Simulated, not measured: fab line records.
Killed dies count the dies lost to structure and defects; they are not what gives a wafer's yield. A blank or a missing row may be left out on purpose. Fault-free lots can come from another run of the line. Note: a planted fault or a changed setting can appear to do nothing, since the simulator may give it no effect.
The tool behind it: which one? :: flow ritCmos :: 7 lots, 21 wafers sampled, at 2 steps of a route of 202

## WHAT THE GAUGES READ, wafer by wafer
RIT_FOX1_THK_MEAS_01.
lot: L770
measured: day 1 23:16
on: filmMetro-04
FOX1_OXIDE_THK (nm): 343 340 343

lot: L772
measured: day 2 07:57
on: filmMetro-04
FOX1_OXIDE_THK (nm): 349 346 347

lot: L774
measured: day 2 17:49
on: filmMetro-02
FOX1_OXIDE_THK (nm): 350 352 349

lot: L777
measured: day 3 10:43
on: filmMetro-04
FOX1_OXIDE_THK (nm): 530 527 523

lot: L781
measured: day 4 04:50
on: filmMetro-01
FOX1_OXIDE_THK (nm): 353 352 352

lot: L788
measured: day 5 15:50
on: filmMetro-04
FOX1_OXIDE_THK (nm): 353 349 352

lot: L792
measured: day 6 12:36
on: filmMetro-04
FOX1_OXIDE_THK (nm): 354 348 345

## TOOL THAT RAN EACH LOT (tool first, then ch and the chambers of the sampled wafers, then the start)
lot: L770
RIT_FOX1_OXIDATION_00: furnace-04 ch 0, day 1 21:56

lot: L772
RIT_FOX1_OXIDATION_00: furnace-04 ch 0, day 2 06:38

lot: L774
RIT_FOX1_OXIDATION_00: furnace-02 ch 0, day 2 16:30

lot: L777
RIT_FOX1_OXIDATION_00: furnace-01 ch 0, day 3 07:40 and furnace-02 ch 0, day 3 09:24

lot: L781
RIT_FOX1_OXIDATION_00: furnace-01 ch 0, day 4 03:31

lot: L788
RIT_FOX1_OXIDATION_00: furnace-01 ch 0, day 5 14:30

lot: L792
RIT_FOX1_OXIDATION_00: furnace-04 ch 0, day 6 11:16
- RIT_FOX1_OXIDATION_00: target thk 350.7 nm, ox time 1130 s.

## THE ANSWER, worked out from the rows above alone
Rule: usual is defined by the lots themselves. Put in order of their means at a reading, lots are off if they are a third of the lots or fewer, leave a main group of 4 or more, and stand apart from it by a gap of 3 or more times the standard deviation of the main group's means; of several such gaps the widest counts. A main group whose means are all the same, to the digits that the tables above print for the reading, isn't used. A lot without any number at a reading at which 4 lots or more have one is off too. The other lots that the step has rows for count as sound.
Off: L777, at RIT_FOX1_THK_MEAS_01 (FOX1_OXIDE_THK). For the main group the mean is 349 nm and the standard deviation 3.4.
If a tool, at a process step before that reading, ran all the lots that are off and no sound lot after the first of them, it fits. Those tools and the gauges at RIT_FOX1_THK_MEAS_01 are tried in the same way. One fits: RIT_FOX1_OXIDATION_00 on furnace-02. A fault onset in the window from L774 (day 2 16:30, its last sound lot) to L777 (day 3 09:24, its first lot off) fits.

## WHAT THE SIMULATOR PUT IN
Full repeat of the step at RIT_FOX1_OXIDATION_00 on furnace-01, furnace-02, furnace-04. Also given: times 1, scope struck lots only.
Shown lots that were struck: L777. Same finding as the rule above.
